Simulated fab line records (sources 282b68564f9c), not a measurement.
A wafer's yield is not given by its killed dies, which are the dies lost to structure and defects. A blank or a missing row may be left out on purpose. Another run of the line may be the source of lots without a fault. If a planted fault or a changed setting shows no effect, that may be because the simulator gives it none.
What tool caused it?    flow ritCmos    42 wafers from 14 lots sampled at 2 of the route's 202 steps

== WHAT THE GAUGES READ, wafer by wafer ==
RIT_FOX1_THK_MEAS_01. Usual: for FOX1_OXIDE_THK the level is 349 nm and the standard deviation is 8.5.
lot   measured     on            FOX1_OXIDE_THK (nm)  flag
L408  day 1 18:22  filmMetro-03  360 364 363          
L409  day 1 22:44  filmMetro-01  359 358 363          
L410  day 2 02:52  filmMetro-04  352 348 353          
L411  day 2 07:59  filmMetro-04  334 341 336          
L412  day 2 13:08  filmMetro-04  350 355 350          
L413  day 2 17:51  filmMetro-01  358 358 356          
L415  day 3 04:13  filmMetro-03  355 360 353          
L416  day 3 09:35  filmMetro-03  343 340 343          
L418  day 3 20:01  filmMetro-01  341 347 345          
L419  day 4 02:40  filmMetro-01  352 357 355          
L422  day 4 15:40  filmMetro-04  342 340 337          
L424  day 5 00:57  filmMetro-04  350 341 342          
L425  day 5 06:52  filmMetro-01  395 391 391          OFF
L427  day 5 15:49  filmMetro-04  390 391 393          OFF

== WHAT TOOL EACH LOT RAN ON (gives the tool, then ch and the chambers of the sampled wafers, and finally the start) ==
lot   RIT_FOX1_OXIDATION_00
L408  furnace-01 ch 0, day 1 17:03
L409  furnace-02 ch 0, day 1 21:25
L410  furnace-01 ch 0, day 2 01:31
L411  furnace-03 ch 0, day 2 06:41
L412  furnace-01 ch 0, day 2 11:49
L413  furnace-01 ch 0, day 2 16:32
L415  furnace-03 ch 0, day 3 02:53
L416  furnace-03 ch 0, day 3 08:15
L418  furnace-03 ch 0, day 3 18:42
L419  furnace-01 ch 0, day 4 01:20
L422  furnace-03 ch 0, day 4 14:20
L424  furnace-03 ch 0, day 4 23:38
L425  furnace-03 ch 0, day 5 05:33
L427  furnace-03 ch 0, day 5 14:30
- RIT_FOX1_OXIDATION_00: target thk 350.7 nm, ox time 1130 s.

== WHAT THE TOOLS THEMSELVES READ (means of the sampled wafers that have a number; where no wafer has one, the mark that the record gives instead) ==
RIT_FOX1_OXIDATION_00. Usual: spikeTcCentreC 1102.5 C, standard deviation 1.1; spikeTcLoadC 1128.1 C, standard deviation 1.4; spikeTcSourceC 1123 C, standard deviation 4.2; tubeCenterTempC 1100.0 C, standard deviation 0.11; tube_center_temp_C_max 1102.7, standard deviation 0.42; zonePowerCentrePct 51 %, standard deviation 4.7.
lot   tool        spikeTcCentreC (C)  spikeTcLoadC (C)  spikeTcSourceC (C)  tubeCenterTempC (C)  tube_center_temp_C_max  zonePowerCentrePct (%)  flag
L408  furnace-01  1101.6              1128.6            1118                1099.9               1102.8                  55                      
L409  furnace-02  1102.3              1125.1            1129                1100.0               1102.7                  56                      
L410  furnace-01  1101.8              1128.7            1118                1100.0               1102.6                  55                      
L411  furnace-03  1103.5              1129.1            1125                1100.0               1102.3                  45                      
L412  furnace-01  1101.4              1128.5            1119                1099.8               1102.9                  54                      
L413  furnace-01  1101.9              1129.0            1118                1100.0               1102.9                  55                      
L415  furnace-03  1103.1              1128.7            1126                1100.1               1103.1                  45                      
L416  furnace-03  1103.2              1129.2            1125                1099.9               1102.8                  45                      
L418  furnace-03  1102.2              1128.0            1125                1100.0               1102.7                  45                      
L419  furnace-01  1102.0              1128.7            1119                1100.0               1102.6                  54                      
L422  furnace-03  1103.0              1128.3            1126                1100.1               1103.0                  45                      
L424  furnace-03  1104.0              1127.5            1126                1100.0               1102.6                  45                      
L425  furnace-03  1128.2              1153.9            1150                1125.0               1127.5                  46                      OFF
L427  furnace-03  1127.4              1153.3            1152                1125.1               1127.9                  46                      OFF

== THE ANSWER, worked out from the rows above alone ==
Rule: a lot counts as off when the mean over its wafers that have a number is more than 3 standard deviations away from the usual mean. Also off: a lot with no number at a reading for which 4 or more lots have one. Where the step has rows for the other lots, those lots are counted as sound. The gauges are gone through in route order, then the tools' own readings, and for those a lot's mean is taken as printed above. At the first step where some lot is off, the reading lying furthest off is the one used; lots without a number count as furthest.
Off: L425, L427, seen at RIT_FOX1_THK_MEAS_01 (FOX1_OXIDE_THK).
If a tool, at a process step before that reading, ran all the lots that are off and no sound lot after the first of them, it fits. Not tried: the gauges at RIT_FOX1_THK_MEAS_01; whatever is off there is also off at RIT_FOX1_OXIDATION_00, on other tools, and gauge error can't account for it. One candidate fits, namely furnace-03 at RIT_FOX1_OXIDATION_00. A fault onset in the window from L424 (day 4 23:38, its last sound lot) to L425 (day 5 05:33, its first lot off) fits.
The tool's own readings at RIT_FOX1_OXIDATION_00 bear it out: on the lots that are off they differ by more than 5 times the standard deviation of the sound lots' means. spikeTcCentreC reads 1127.8 C there against 1102.5 C on the sound lots; spikeTcLoadC reads 1153.6 C there against 1128.3 C on the sound lots; spikeTcSourceC reads 1151 C there against 1123 C on the sound lots; tubeCenterTempC reads 1125.0 C there against 1100.0 C on the sound lots; tube_center_temp_C_max reads 1127.7 there against 1102.8 on the sound lots.

== WHAT HAD BEEN PUT IN BY THE SIMULATOR ==
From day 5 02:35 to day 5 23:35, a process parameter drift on furnace-03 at RIT_FOX1_OXIDATION_00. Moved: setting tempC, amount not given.
Shown lots that were struck: L425, L427. The same result came from the rule above.
